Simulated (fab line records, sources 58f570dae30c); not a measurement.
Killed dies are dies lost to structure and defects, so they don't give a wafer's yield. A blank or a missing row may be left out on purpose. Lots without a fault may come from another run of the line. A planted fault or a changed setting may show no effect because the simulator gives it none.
Which tool did it? | flow berkeley_cmos170 | 7 lots, 21 wafers sampled, at 2 steps of a route of 331

WHAT THE GAUGES READ, wafer by wafer
UCB170_M2_RS_MEAS_02: measures by four-point-probe.
lot  | measured     | on            | M2_AL_RS (ohm/sq)
L940 | day 8 12:21  | film_metro-03 | 0.0317 0.0319 0.0320
L941 | day 8 16:26  | film_metro-02 | 0.0316 0.0320 0.0320
L944 | day 9 01:46  | film_metro-04 | 0.0320 0.0320 0.0324
L947 | day 9 14:58  | film_metro-03 | 0.0321 0.0322 0.0322
L949 | day 10 07:24 | film_metro-02 | 0.0322 0.0324 0.0323
L953 | day 10 13:43 | film_metro-03 | 0.0327 0.0327 0.0324
L956 | day 11 18:26 | film_metro-02 | 0.0238 0.0238 0.0238

WHICH TOOL RAN EACH LOT (tool, then ch and the chambers of the sampled wafers, then the start)
lot  | UCB170_M2_SPUTTER_01
L940 | pvd_sputter-01, day 8 12:15
L941 | pvd_sputter-02, day 8 16:21
L944 | pvd_sputter-02, day 9 01:40
L947 | pvd_sputter-04, day 9 14:47
L949 | pvd_sputter-01, day 10 07:19
L953 | pvd_sputter-02, day 10 13:37
L956 | pvd_sputter-01, day 11 18:19
- UCB170_M2_SPUTTER_01: material Al, target thk 900 nm, time 120 s.

THE ANSWER, worked out from the rows above alone
Rule: what is usual is taken from the lots themselves. Put in order of their means at a reading, lots are off if they are a third of the lots or fewer, leave a main group of 4 or more, and stand apart from it by a gap of 3 or more times the standard deviation of the main group's means; of several such gaps the widest counts. A main group whose means are all the same, to the digits that the tables above print for the reading, isn't used. A lot without any number at a reading at which 4 lots or more have one is off too. The other lots that the step has rows for count as sound.
Off: L956, at UCB170_M2_RS_MEAS_02 (M2_AL_RS). The main group: mean 0.0322 ohm/sq, standard deviation 0.00025.
A tool fits if, at a process step before that reading, it ran every lot that is off, and no sound lot after the first of them. The gauges at UCB170_M2_RS_MEAS_02 are tried like those tools. Can't be told from this: 2 tools fit, pvd_sputter-01 at UCB170_M2_SPUTTER_01, film_metro-02 at UCB170_M2_RS_MEAS_02.

WHAT THE SIMULATOR HAD PUT IN
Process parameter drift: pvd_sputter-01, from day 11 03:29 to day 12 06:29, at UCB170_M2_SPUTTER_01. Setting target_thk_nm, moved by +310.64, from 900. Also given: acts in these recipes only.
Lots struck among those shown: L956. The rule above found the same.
